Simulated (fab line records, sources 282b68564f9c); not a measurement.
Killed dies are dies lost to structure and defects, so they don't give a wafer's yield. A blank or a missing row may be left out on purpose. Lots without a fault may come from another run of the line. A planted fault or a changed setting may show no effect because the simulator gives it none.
fab line records | flow rit_cmos
record lots=15 wafers=45 last_day=7
route steps=202 shown ACTIVE@1 GATE@85 NLDD@108 M1@202
lots that met no fault: from a run of the same line without faults
start_h: hours from the record's first day to the start of the lot's first wafer shown | wait_h: hours since the lot's step before | " the same as in the row above | L1.1+2: a row that stands for several wafers | - no value, or no start given | * or withheld: withheld | < > ~ a bound
route shown NAME@n: a module of which the file shows steps, and the number in the route of the first | usual: mean/standard deviation of fault-free wafers | same: alike in all rows | chamber/n: place in a boat | sites: the reading at each site | _std_site: their standard deviation | _edge_site: outer sites' mean less inner sites' | radius_mm: how far each site lies from the wafer's centre | mask NAME#n: copy n | behind: the tool/chamber that last shaped the wafer | hold: why the lot was held/for how many hours/how that ended | device: the transistor (n, p or np) that didn't switch | end of line: the same wafers' tests at the end of the route | a step without rows: its recipe alone | killed: dies lost to structure and defects at the first sort, not the wafer's yield | map: a wafer's dies, x killed, . not, _ none there
set.NAME: the setting as run; set.NAME@STEP: as run at that earlier step | model.NAME: the simulator's own value behind a step, which no gauge read
steps of the route over a sample of lots; a table a step, a row a wafer
## steps
# step RIT_ACTIVE_BOW_MEAS_00
# recipe mode=bow
# usual INCOMING_BOW=0/6.2
# columns lot.wafer tool chamber start_h wait_h INCOMING_BOW[um]
L824.1 film_metro-01 - 10.00 - -4
L824.2 " - " " -12
L824.5 " - " " 7
L825.1 film_metro-03 - 15.00 - 16
L825.3 " - " " 3
L825.6 " - " " 1
L826.1 film_metro-01 - 20.00 - 6
L826.3 " - " " 6
L826.5 " - " " -10
L827.1 film_metro-01 - 25.00 - 6
L827.5 " - " " -1
L827.6 " - " " 2
L830.2 film_metro-04 - 40.02 - -1
L830.4 " - " " -1
L830.5 " - " " -2
L832.1 film_metro-03 - 50.00 - 3
L832.2 " - " " 8
L832.3 " - " " 5
L833.3 film_metro-03 - 55.04 - 3
L833.4 " - " " 2
L833.5 " - " " 0
L834.1 film_metro-01 - 60.00 - 4
L834.4 " - " " 2
L834.5 " - " " -3
L835.2 film_metro-03 - 65.02 - 7
L835.3 " - " " -6
L835.4 " - " " 3
L836.4 film_metro-01 - 70.06 - 2
L836.5 " - " " -1
L836.6 " - " " -2
L837.4 film_metro-01 - 75.06 - 7
L837.5 " - " " 3
L837.6 " - " " 0
L840.2 film_metro-04 - 90.02 - 8
L840.3 " - " " -10
L840.4 " - " " -3
L841.1 film_metro-04 - 95.00 - -6
L841.4 " - " " 2
L841.5 " - " " -2
L842.3 film_metro-03 - 100.04 - -8
L842.5 " - " " 2
L842.6 " - " " 19
L845.1 film_metro-04 - 115.00 - 3
L845.3 " - " " 5
L845.6 " - " " -4
# step RIT_GATE_THK_MEAS_09
# recipe reads=poly-Si_of_GATE_CVD_08
# usual GATE_POLY_THK=251.1/1.8
# columns lot.wafer tool chamber start_h wait_h GATE_POLY_THK[nm]
L824.1 film_metro-01 - 35.63 0.0 253.1
L824.2 " - " " 252.0
L824.5 " - " " 250.5
L825.1 film_metro-01 - 41.57 0.0 249.8
L825.3 " - " " 246.7
L825.6 " - " " 247.5
L826.1 film_metro-02 - 45.48 0.0 252.5
L826.3 " - " " 252.4
L826.5 " - " " 252.1
L827.1 film_metro-01 - 50.85 0.0 251.2
L827.5 " - " " 251.2
L827.6 " - " " 252.0
L830.2 film_metro-03 - 65.66 0.0 249.6
L830.4 " - " " 250.2
L830.5 " - " " 248.0
L832.1 film_metro-01 - 76.46 0.0 248.3
L832.2 " - " " 248.5
L832.3 " - " " 250.0
L833.3 film_metro-02 - 80.29 0.0 248.1
L833.4 " - " " 246.6
L833.5 " - " " 248.1
L834.1 film_metro-01 - 85.55 0.0 251.6
L834.4 " - " " 253.0
L834.5 " - " " 252.5
L835.2 film_metro-01 - 89.96 0.0 249.3
L835.3 " - " " 252.9
L835.4 " - " " 250.6
L836.4 film_metro-02 - 97.17 0.0 250.7
L836.5 " - " " 251.4
L836.6 " - " " 250.4
L837.4 film_metro-01 - 100.31 0.0 250.8
L837.5 " - " " 251.3
L837.6 " - " " 251.3
L840.2 film_metro-03 - 115.55 0.0 249.7
L840.3 " - " " 248.0
L840.4 " - " " 249.6
L841.1 film_metro-03 - 122.04 0.0 250.5
L841.4 " - " " 250.1
L841.5 " - " " 249.0
L842.3 film_metro-03 - 125.66 0.0 251.5
L842.5 " - " " 253.3
L842.6 " - " " 251.7
L845.1 film_metro-03 - 140.46 0.0 254.4
L845.3 " - " " 253.2
L845.6 " - " " 255.2
# step RIT_GATE_OVL_MEAS_17
# usual GATE_OVL=-0.9/1.3
# columns lot.wafer tool chamber start_h wait_h GATE_OVL[nm]
L824.1 overlay-01 - 36.90 0.1 -1.3
L824.2 " - " " -2.1
L824.5 " - " " -0.5
L825.1 overlay-02 - 42.60 0.1 -2.3
L825.3 " - " " -2.8
L825.6 " - " " -2.2
L826.1 overlay-02 - 46.64 0.1 -1.4
L826.3 " - " " -1.4
L826.5 " - " " 0.3
L827.1 overlay-01 - 52.40 0.1 -1.3
L827.5 " - " " -0.3
L827.6 " - " " 0.1
L830.2 overlay-02 - 66.86 0.1 -1.7
L830.4 " - " " -1.2
L830.5 " - " " 0.9
L832.1 overlay-02 - 77.50 0.1 -0.2
L832.2 " - " " -0.5
L832.3 " - " " 0.8
L833.3 overlay-01 - 81.57 0.1 -2.0
L833.4 " - " " -2.4
L833.5 " - " " -2.0
L834.1 overlay-01 - 86.66 0.1 -0.8
L834.4 " - " " -1.1
L834.5 " - " " 0.3
L835.2 overlay-02 - 91.11 0.1 -0.4
L835.3 " - " " -1.5
L835.4 " - " " -0.8
L836.4 overlay-01 - 98.19 0.1 -1.1
L836.5 " - " " -2.5
L836.6 " - " " 0.7
L837.4 overlay-02 - 101.46 0.1 -1.7
L837.5 " - " " -0.6
L837.6 " - " " -1.4
L840.2 overlay-01 - 116.58 0.1 -1.5
L840.3 " - " " -2.7
L840.4 " - " " -1.1
L841.1 overlay-01 - 123.07 0.1 -1.0
L841.4 " - " " 0.2
L841.5 " - " " -1.5
L842.3 overlay-02 - 126.71 0.1 -3.3
L842.5 " - " " -1.4
L842.6 " - " " -2.5
L845.1 overlay-02 - 141.81 0.1 1.0
L845.3 " - " " 0.3
L845.6 " - " " 0.7
# step RIT_NLDD_DEVELOP_05
# recipe resist=NOVOLAK develop_time_s=50 dev_temp_c=23
# usual developer_temp_C=22.99/0.094
# columns lot.wafer tool chamber start_h wait_h developer_temp_C
L824.1 litho_track-01 0 41 - 23.01
L824.2 " 0 " " 22.93
L824.5 " 0 " " 23.00
L825.1 litho_track-02 0 47 - 22.88
L825.3 " 0 " " 22.99
L825.6 " 0 " " 22.99
L826.1 litho_track-04 0 51 - 22.97
L826.3 " 0 " " 23.19
L826.5 " 0 " " 23.03
L827.1 litho_track-04 0 56 - 22.97
L827.5 " 0 57 - 23.19
L827.6 " 0 " " 22.87
L830.2 litho_track-01 0 71 - 22.96
L830.4 " 0 " " 23.08
L830.5 " 0 " " 22.89
L832.1 litho_track-01 0 82 - 23.06
L832.2 " 0 " " 22.99
L832.3 " 0 " " 22.99
L833.3 litho_track-04 0 86 - 22.84
L833.4 " 0 " " 22.82
L833.5 " 0 " " 22.92
L834.1 litho_track-04 0 91 - 22.93
L834.4 " 0 " " 22.88
L834.5 " 0 " " 22.95
L835.2 litho_track-01 0 95 - 23.02
L835.3 " 0 " " 23.12
L835.4 " 0 " " 23.07
L836.4 litho_track-02 0 102 - 23.08
L836.5 " 0 " " 22.86
L836.6 " 0 " " 22.93
L837.4 litho_track-02 0 105 - 23.01
L837.5 " 0 106 - 23.08
L837.6 " 0 " " 23.05
L840.2 litho_track-04 0 120 - 25.14
L840.3 " 0 " " 25.20
L840.4 " 0 " " 25.13
L841.1 litho_track-04 0 127 - 25.52
L841.4 " 0 " " 25.32
L841.5 " 0 " " 25.31
L842.3 litho_track-04 0 131 - 25.07
L842.5 " 0 " " 25.17
L842.6 " 0 " " 25.22
L845.1 litho_track-02 0 146 - 22.92
L845.3 " 0 " " 23.01
L845.6 " 0 " " 22.87
# step RIT_M1_PROBE_99
# usual killed_at_contacts=0.1/0.26 killed_at_front_end=7.5/2.8 killed_dies=7.6/2.8 killed_open=3.9/2.1 killed_short=3.7/1.7
# same gross_dies=264 killed_at_M0_to_M3=0 killed_at_M4_up=0 killed_at_back_side=0 killed_at_other=0
# columns lot.wafer tool chamber start_h wait_h killed_at_contacts killed_at_front_end killed_dies killed_open killed_short
L824.1 prober-01 - 57.54 0.1 0 8 8 5 3
L824.2 prober-01 - 57.59 0.1 0 7 7 4 3
L824.5 prober-01 - 57.74 0.2 0 4 4 1 3
L825.1 prober-02 - 62.69 0.1 0 10 10 2 8
L825.3 prober-02 - 62.79 0.2 0 10 10 3 7
L825.6 prober-02 - 62.94 0.2 0 8 8 4 4
L826.1 prober-01 - 66.61 0.1 0 5 5 3 2
L826.3 prober-01 - 66.71 0.2 0 11 11 4 7
L826.5 prober-01 - 66.81 0.2 0 7 7 5 2
L827.1 prober-02 - 73.58 0.1 0 12 12 8 4
L827.5 prober-02 - 73.78 0.2 0 12 12 3 9
L827.6 prober-02 - 73.83 0.2 0 7 7 4 3
L830.2 prober-01 - 87.03 0.1 0 10 10 3 6
L830.4 prober-01 - 87.13 0.2 0 6 6 4 2
L830.5 prober-01 - 87.18 0.2 0 4 4 1 2
L832.1 prober-01 - 97.45 0.1 0 6 6 4 2
L832.2 prober-01 - 97.50 0.1 0 7 7 4 3
L832.3 prober-01 - 97.55 0.2 0 8 8 5 3
L833.3 prober-02 - 101.81 0.2 0 9 9 5 4
L833.4 prober-02 - 101.86 0.2 0 11 11 5 6
L833.5 prober-02 - 101.91 0.2 0 10 10 4 6
L834.1 prober-01 - 107.23 0.1 0 5 5 1 4
L834.4 prober-01 - 107.38 0.2 2 8 10 7 3
L834.5 prober-01 - 107.43 0.2 0 6 6 3 3
L835.2 prober-02 - 111.60 0.1 0 6 6 3 3
L835.3 prober-02 - 111.65 0.2 0 9 9 6 3
L835.4 prober-02 - 111.70 0.2 0 6 6 4 2
L836.4 prober-01 - 118.66 0.2 0 7 7 3 4
L836.5 prober-01 - 118.71 0.2 0 7 7 3 4
L836.6 prober-01 - 118.76 0.2 0 13 13 8 5
L837.4 prober-02 - 121.61 0.2 0 8 8 3 5
L837.5 prober-02 - 121.66 0.2 1 3 4 1 3
L837.6 prober-02 - 121.71 0.2 0 6 6 3 3
L840.2 prober-01 - 136.36 0.1 0 4 4 3 1
L840.3 prober-01 - 136.41 0.2 0 5 5 2 3
L840.4 prober-01 - 136.46 0.2 0 5 5 3 2
L841.1 prober-02 - 143.15 0.1 0 8 8 3 5
L841.4 prober-02 - 143.30 0.2 0 4 4 3 1
L841.5 prober-02 - 143.35 0.2 0 4 4 1 3
L842.3 prober-01 - 148.71 0.2 0 6 6 3 3
L842.5 prober-01 - 148.81 0.2 0 5 5 4 1
L842.6 prober-01 - 148.86 0.2 0 6 6 4 2
L845.1 prober-02 - 162.73 0.1 0 8 8 4 3
L845.3 prober-02 - 162.83 0.2 0 8 8 3 5
L845.6 prober-02 - 162.98 0.2 0 4 4 2 2
# killed by level:class
L824.1 GATE:geometric_particle:open=3 SPACER:geometric_particle:short=2 FOX1:geometric_particle:open=1 FOX2:geometric_particle:open=1 GATE:geometric_particle:short=1
L824.2 REOX:geometric_particle:short=3 GATE:geometric_particle:open=2 REOX:geometric_particle:open=1 SPACER:geometric_particle:open=1
L824.5 FOX1:geometric_particle:short=1 GATE:geometric_particle:short=1 GATE:geometric_particle:open=1 SPACER:geometric_particle:short=1
L825.1 GATE:geometric_particle:short=3 FOX1:geometric_particle:open=2 REOX:geometric_particle:short=2 SPACER:geometric_particle:short=2 FOX2:geometric_particle:short=1
L825.3 GATE:geometric_particle:short=2 GATE:geometric_particle:open=2 REOX:geometric_particle:short=2 FOX1:geometric_particle:short=1 FOX2:geometric_particle:short=1 SPACER:geometric_particle:open=1 SILICIDE:geometric_particle:short=1
L825.6 REOX:geometric_particle:open=2 REOX:geometric_particle:short=2 SPACER:geometric_particle:short=2 FOX2:geometric_particle:open=1 SPACER:geometric_particle:open=1
L826.1 ACTIVE:geometric_particle:short=1 FOX1:geometric_particle:short=1 FOX2:geometric_particle:open=1 GATE:geometric_particle:open=1 REOX:geometric_particle:open=1
L826.3 FOX1:geometric_particle:short=2 GATE:geometric_particle:short=2 FOX1:geometric_particle:open=1 FOX2:geometric_particle:short=1 GATE:geometric_particle:open=1 REOX:geometric_particle:open=1 REOX:geometric_particle:short=1 SPACER:geometric_particle:short=1
L826.5 FOX1:geometric_particle:open=3 GATE:geometric_particle:short=1 GATE:geometric_particle:open=1 REOX:geometric_particle:open=1 SPACER:geometric_particle:short=1
L827.1 GATE:geometric_particle:open=6 SILICIDE:geometric_particle:short=2 FOX1:geometric_particle:open=1 FOX1:geometric_particle:short=1 FOX2:geometric_particle:open=1 REOX:geometric_particle:short=1
L827.5 FOX1:geometric_particle:short=3 REOX:geometric_particle:short=3 GATE:geometric_particle:short=2 SILICIDE:geometric_particle:open=2 FOX1:geometric_particle:open=1 FOX2:geometric_particle:short=1
L827.6 REOX:geometric_particle:open=2 REOX:geometric_particle:short=2 GATE:geometric_particle:short=1 GATE:geometric_particle:open=1 SPACER:geometric_particle:open=1
L830.2 GATE:geometric_particle:short=4 GATE:geometric_particle:open=2 FOX1:geometric_particle:open=1 REOX:geometric_particle:short=1 SPACER:geometric_particle:short=1 NRETRO:coat_microbubble_printed=1
L830.4 GATE:geometric_particle:open=2 FOX1:geometric_particle:open=1 SPACER:geometric_particle:short=1 SPACER:geometric_particle:open=1 SILICIDE:geometric_particle:short=1
L830.5 FOX1:geometric_particle:short=1 SPACER:geometric_particle:short=1 SILICIDE:geometric_particle:open=1 NRETRO:coat_microbubble_printed=1
L832.1 FOX2:geometric_particle:open=2 FOX1:geometric_particle:open=1 REOX:geometric_particle:short=1 SPACER:geometric_particle:short=1 SILICIDE:geometric_particle:open=1
L832.2 SPACER:geometric_particle:open=2 FOX1:geometric_particle:open=1 GATE:geometric_particle:short=1 GATE:geometric_particle:open=1 REOX:geometric_particle:short=1 SPACER:geometric_particle:short=1
L832.3 SPACER:geometric_particle:open=3 GATE:geometric_particle:short=1 REOX:geometric_particle:short=1 REOX:geometric_particle:open=1 SPACER:geometric_particle:short=1 SILICIDE:geometric_particle:open=1
L833.3 GATE:geometric_particle:open=3 REOX:geometric_particle:short=2 REOX:geometric_particle:open=1 SPACER:geometric_particle:short=1 SPACER:geometric_particle:open=1 SILICIDE:geometric_particle:short=1
L833.4 GATE:geometric_particle:open=3 GATE:geometric_particle:short=3 SPACER:geometric_particle:short=2 FOX1:geometric_particle:short=1 FOX2:geometric_particle:open=1 REOX:geometric_particle:open=1
L833.5 GATE:geometric_particle:open=3 SILICIDE:geometric_particle:short=3 GATE:geometric_particle:short=1 REOX:geometric_particle:short=1 REOX:geometric_particle:open=1 SPACER:geometric_particle:short=1
L834.1 GATE:geometric_particle:short=2 FOX1:geometric_particle:short=1 GATE:geometric_particle:open=1 REOX:geometric_particle:short=1
L834.4 GATE:geometric_particle:open=3 CONTACT:geometric_particle:open=2 FOX1:geometric_particle:open=1 GATE:geometric_particle:short=1 REOX:geometric_particle:short=1 SPACER:geometric_particle:open=1 SPACER:geometric_particle:short=1
L834.5 GATE:geometric_particle:open=3 FOX1:geometric_particle:short=1 FOX2:geometric_particle:short=1 GATE:geometric_particle:short=1
L835.2 GATE:geometric_particle:open=2 FOX1:geometric_particle:open=1 FOX1:geometric_particle:short=1 GATE:geometric_particle:short=1 REOX:geometric_particle:short=1
L835.3 GATE:geometric_particle:open=3 REOX:geometric_particle:short=2 GATE:geometric_particle:short=1 REOX:geometric_particle:open=1 SPACER:geometric_particle:open=1 SILICIDE:geometric_particle:open=1
L835.4 GATE:geometric_particle:short=2 SPACER:geometric_particle:open=2 FOX1:geometric_particle:open=1 GATE:geometric_particle:open=1
L836.4 SPACER:geometric_particle:short=2 FOX1:geometric_particle:open=1 FOX2:geometric_particle:open=1 GATE:geometric_particle:short=1 REOX:geometric_particle:open=1 REOX:geometric_particle:short=1
L836.5 SPACER:geometric_particle:open=2 FOX1:geometric_particle:short=1 FOX2:geometric_particle:short=1 GATE:geometric_particle:open=1 GATE:geometric_particle:short=1 SPACER:geometric_particle:short=1
L836.6 GATE:geometric_particle:open=4 FOX1:geometric_particle:open=2 FOX1:geometric_particle:short=2 SPACER:geometric_particle:short=2 FOX2:geometric_particle:open=1 REOX:geometric_particle:short=1 SPACER:geometric_particle:open=1
L837.4 SPACER:geometric_particle:short=2 SPACER:geometric_particle:open=2 SILICIDE:geometric_particle:short=2 GATE:geometric_particle:short=1 GATE:geometric_particle:open=1
L837.5 SPACER:geometric_particle:short=1 SILICIDE:geometric_particle:short=1 SILICIDE:geometric_particle:open=1 CONTACT:geometric_particle:short=1
L837.6 FOX1:geometric_particle:open=1 FOX2:geometric_particle:open=1 GATE:geometric_particle:short=1 GATE:geometric_particle:open=1 SPACER:geometric_particle:short=1 SILICIDE:geometric_particle:short=1
L840.2 FOX1:geometric_particle:short=1 GATE:geometric_particle:open=1 REOX:geometric_particle:open=1 SPACER:geometric_particle:open=1
L840.3 FOX1:geometric_particle:open=1 FOX2:geometric_particle:short=1 GATE:geometric_particle:short=1 SPACER:geometric_particle:open=1 SILICIDE:geometric_particle:short=1
L840.4 SPACER:geometric_particle:open=2 GATE:geometric_particle:short=1 REOX:geometric_particle:open=1 SILICIDE:geometric_particle:short=1
L841.1 SPACER:geometric_particle:short=2 FOX1:geometric_particle:short=1 FOX1:geometric_particle:open=1 FOX2:geometric_particle:short=1 FOX2:geometric_particle:open=1 GATE:geometric_particle:short=1 SILICIDE:geometric_particle:open=1
L841.4 SPACER:geometric_particle:open=2 GATE:geometric_particle:open=1 GATE:geometric_particle:short=1
L841.5 FOX1:geometric_particle:open=1 FOX1:geometric_particle:short=1 GATE:geometric_particle:short=1 SILICIDE:geometric_particle:short=1
L842.3 GATE:geometric_particle:open=3 FOX1:geometric_particle:short=1 GATE:geometric_particle:short=1 REOX:geometric_particle:short=1
L842.5 FOX1:geometric_particle:open=2 GATE:geometric_particle:open=2 GATE:geometric_particle:short=1
L842.6 FOX1:geometric_particle:open=1 GATE:geometric_particle:open=1 GATE:geometric_particle:short=1 REOX:geometric_particle:short=1 REOX:geometric_particle:open=1 SPACER:geometric_particle:open=1
L845.1 GATE:geometric_particle:open=3 GATE:geometric_particle:short=2 FOX2:geometric_particle:open=1 REOX:geometric_particle:short=1 NLDD:coat_microbubble_printed=1
L845.3 GATE:geometric_particle:short=3 SILICIDE:geometric_particle:short=2 FOX2:geometric_particle:open=1 GATE:geometric_particle:open=1 SILICIDE:geometric_particle:open=1
L845.6 FOX2:geometric_particle:short=1 GATE:geometric_particle:short=1 REOX:geometric_particle:open=1 SILICIDE:geometric_particle:open=1
## key
first_sign step=RIT_NLDD_DEVELOP_05 reading=developer_temp_C direction=up sigmas=24 usual=* struck=*
effect none on later readings
met_at RIT_NLDD_DEVELOP_05
struck_lots L840,L841,L842
tester_left_out L840,L841,L842
not_acting_at RIT_ACTIVE_BOW_MEAS_00,RIT_GATE_THK_MEAS_09,RIT_GATE_OVL_MEAS_17
onset_between 91 120
fault kind=process_parameter_drift tool=litho_track-04 chamber=- onset_h=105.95 steps=RIT_NLDD_DEVELOP_05 channel=dev_temp_c offset=* shape=step end_h=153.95 acts_in=* stated=*
# tester_left_out: of these lots the tester's yield and bins aren't shown, on N5 and GAA mostly nor the transistor test; their killed dies are dies lost to structure and defects alone, not to doping, threshold or leakage, so they don't give the yield
